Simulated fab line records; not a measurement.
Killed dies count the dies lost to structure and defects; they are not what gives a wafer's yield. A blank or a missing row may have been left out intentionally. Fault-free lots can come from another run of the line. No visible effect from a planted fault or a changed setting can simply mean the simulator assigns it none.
Which tool did it? + flow berkeleyCmos170 + Sampling: 7 lots, 21 wafers, 2 of 331 route steps

== WHAT THE GAUGES READ, wafer by wafer ==
UCB170_NLDD_TW_MEAS_11.
| lot  | measured     | on           | NLDD_TW        |
|------|--------------|--------------|----------------|
| L877 | day 8 06:02  | filmMetro-01 | 2205 2214 2213 |
| L881 | day 9 18:49  | filmMetro-04 | 2198 2213 2202 |
| L882 | day 9 19:22  | filmMetro-04 | 2208 2214 2210 |
| L886 | day 10 06:39 | filmMetro-01 | 2216 2219 2213 |
| L889 | day 10 21:40 | filmMetro-04 | 2232 2237 2246 |
| L895 | day 12 04:37 | filmMetro-04 | 2227 2230 2229 |
| L898 | day 12 19:28 | filmMetro-04 | 2217 2234 2228 |

== WHAT TOOL EACH LOT RAN ON (gives the tool, then ch and the chambers of the sampled wafers, and finally the start) ==
| lot  | UCB170_NLDD_IMPLANT_08          |
|------|---------------------------------|
| L877 | implanter-03 ch 0, day 8 05:39  |
| L881 | implanter-04 ch 0, day 9 18:26  |
| L882 | implanter-04 ch 0, day 9 18:59  |
| L886 | implanter-03 ch 0, day 10 06:16 |
| L889 | implanter-04 ch 0, day 10 21:18 |
| L895 | implanter-04 ch 0, day 12 04:13 |
| L898 | implanter-04 ch 0, day 12 19:04 |
- UCB170_NLDD_IMPLANT_08

== THE ANSWER, worked out from the rows above alone ==
Rule: the lots themselves supply what counts as usual. The widest of any qualifying gaps counts: lots, ordered by their means at a reading, are off when they make up no more than a third of the lots, leave a main group of 4 or more, and stand apart from it by 3 or more times the standard deviation of that group's means. The tables above print the reading to a certain number of digits; a main group whose means all agree to those digits is not used. A lot without any number at a reading at which 4 lots or more have one is off too. Any other lot the step has rows for is counted as sound.
No lot is off on any of the readings shown, so nothing can be concluded from this.

== WHAT THE SIMULATOR PUT IN ==
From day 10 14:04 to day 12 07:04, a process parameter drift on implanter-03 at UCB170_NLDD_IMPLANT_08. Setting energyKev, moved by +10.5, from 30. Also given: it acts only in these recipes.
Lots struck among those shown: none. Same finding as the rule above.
